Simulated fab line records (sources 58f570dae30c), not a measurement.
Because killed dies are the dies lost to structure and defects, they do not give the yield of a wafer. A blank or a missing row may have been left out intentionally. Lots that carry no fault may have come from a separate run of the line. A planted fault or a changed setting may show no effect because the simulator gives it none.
Split-lot experiment + flow berkeley-cmos170 + route with 331 steps; 5 lots, 23 wafers read

== THE SPLIT ITSELF ==
At UCB170_PLDD_IMPLANT_08, the setting dose-cm2 was moved away from the recipe's 5e+13 on 8 of the 23 wafers read, by -4.2% to +4.0%. This setting was run at the recipe's value on the other wafers.

== FROM THE SPLIT TO THE READING: what the file shows between them, 14 steps ==
- UCB170_PLDD_IMPLANT_09
- UCB170_PLDD_STRIP_10: strips in O2
- UCB170_NLDD_EXPOSE_03: exposes mask NSELECT, target cd 1200 nm (also split here: dose-mj)
- UCB170_NLDD_PEB_04
- UCB170_NLDD_DEVELOP_05: develop time 45 s
- UCB170_NLDD_CD_MEAS_06: target cd 1200 nm
- UCB170_PSD_IMPLANT_08 (also split here: energy-kev)
- UCB170_PSD_STRIP_09: strips in O2
- UCB170_NSD_PEB_04 (also split here: peb-temp-c)
- UCB170_NSD_DEVELOP_05: develop time 45 s
- UCB170_NSD_CD_MEAS_06: target cd 1200 nm
- UCB170_BACKSIDE_HMDS_00: prime time 60 s (also split here: prime-time-s)
- UCB170_BACKSIDE_COAT_01: resist thk 900 nm
- UCB170_BACKSIDE_SOFTBAKE_02: time 60 s

== THE READING ==
At UCB170_SDANNEAL_RS_MEAS_04, a four-point-probe measurement gives PLDD_RS in ohm/sq. Fault-free wafers of this fab line usually give 1029.3 ohm/sq, standard deviation 2.1 ohm/sq.

| wafer  | tool, chamber at the split | dose-cm2 as run | against the recipe | PLDD_RS, ohm/sq | against lot-mates on the recipe |
|--------|----------------------------|-----------------|--------------------|-----------------|---------------------------------|
| L077.1 | implanter-01, 0            | 5e+13           | recipe             | 1032.0          | -                               |
| L077.2 | implanter-01, 0            | 5e+13           | recipe             | 1030.8          | -                               |
| L077.4 | implanter-01, 0            | 5e+13           | recipe             | 1030.2          | -                               |
| L077.5 | implanter-01, 0            | 5e+13           | recipe             | 1030.2          | -                               |
| L077.6 | implanter-01, 0            | 5e+13           | recipe             | 1032.7          | -                               |
| L081.1 | implanter-02, 0            | 5e+13           | recipe             | 1027.2          | -                               |
| L081.2 | implanter-02, 0            | 5e+13           | recipe             | 1029.2          | -                               |
| L081.6 | implanter-02, 0            | 5e+13           | recipe             | 1026.1          | -                               |
| L085.1 | implanter-04, 0            | 5.201e+13       | +4.0%              | 1011.0          | -14.8                           |
| L085.2 | implanter-04, 0            | 5.201e+13       | +4.0%              | 1011.7          | -14.1                           |
| L085.4 | implanter-04, 0            | 5.201e+13       | +4.0%              | 1010.0          | -15.8                           |
| L085.5 | implanter-04, 0            | 5e+13           | recipe             | 1026.6          | -                               |
| L085.6 | implanter-04, 0            | 5e+13           | recipe             | 1025.1          | -                               |
| L082.1 | implanter-04, 0            | 5e+13           | recipe             | 1027.3          | -                               |
| L082.2 | implanter-04, 0            | 5e+13           | recipe             | 1027.2          | -                               |
| L082.4 | implanter-04, 0            | 4.79e+13        | -4.2%              | 1045.7          | +18.0                           |
| L082.5 | implanter-04, 0            | 4.79e+13        | -4.2%              | 1044.2          | +16.5                           |
| L082.6 | implanter-04, 0            | 5e+13           | recipe             | 1028.5          | -                               |
| L084.1 | implanter-02, 0            | 4.872e+13       | -2.6%              | 1041.6          | +13.9                           |
| L084.3 | implanter-02, 0            | 5e+13           | recipe             | 1028.2          | -                               |
| L084.4 | implanter-02, 0            | 4.872e+13       | -2.6%              | 1038.2          | +10.5                           |
| L084.5 | implanter-02, 0            | 5e+13           | recipe             | 1027.2          | -                               |
| L084.6 | implanter-02, 0            | 4.872e+13       | -2.6%              | 1037.0          | +9.3                            |

FIT RESULTS
A straight line over all 23 wafers: PLDD_RS changes by -4.17 ohm/sq for each +1% of dose-cm2; r = -0.98; the points scatter about the line by 2 ohm/sq.
The same after taking each lot's own level away (the mean of its wafers on the recipe; 23 wafers): -3.97 ohm/sq for each +1%; r = -0.99; scatter 1.2 ohm/sq.
Per that fit: largest dose-cm2 move, reading shift of 17 ohm/sq.
Across the lots, their own levels run from 1025.85 to 1031.18 ohm/sq, a range of 2.5 times the standard deviation given above.
So the lot-to-lot level changes the slope little: the two slopes agree.
Check: +16.7 ohm/sq against its lot-mates is what the line predicts for one of the wafers moved furthest among these (-4.2%) when that wafer is left out of the fit. Against them it came out at +18 ohm/sq.

== FURTHER SPLITS ON THESE WAFERS ==
Note: prior to the reading, these wafers also went through further splits. Each is held against what the fit with the lots' levels taken away leaves over:
| other split on the same wafers       | wafers away from the commonest value | r with PLDD_RS (lot level and that fit taken away) |
|--------------------------------------|--------------------------------------|----------------------------------------------------|
| UCB170_START_OXIDATION_02 ox-time-s  | 10                                   | +0.14                                              |
| UCB170_NWELL_IMPLANT_14 energy-kev   | 5                                    | -0.28                                              |
| UCB170_PWELL_CVD_05 time-s           | 18                                   | -0.13                                              |
| UCB170_PVT_COAT_01 resist-thk-nm     | 7                                    | -0.24                                              |
| UCB170_PLDD_COAT_01 resist-thk-nm    | 6                                    | +0.19                                              |
| UCB170_NLDD_EXPOSE_03 dose-mj        | 7                                    | -0.06                                              |
| UCB170_PSD_IMPLANT_08 energy-kev     | 6                                    | +0.30                                              |
| UCB170_NSD_PEB_04 peb-temp-c         | 9                                    | -0.20                                              |
| UCB170_BACKSIDE_HMDS_00 prime-time-s | 8                                    | +0.25                                              |

== FILE'S OWN FIT ==
PLDD_RS changes by -4 ohm/sq for each +1% of dose-cm2, r = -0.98.
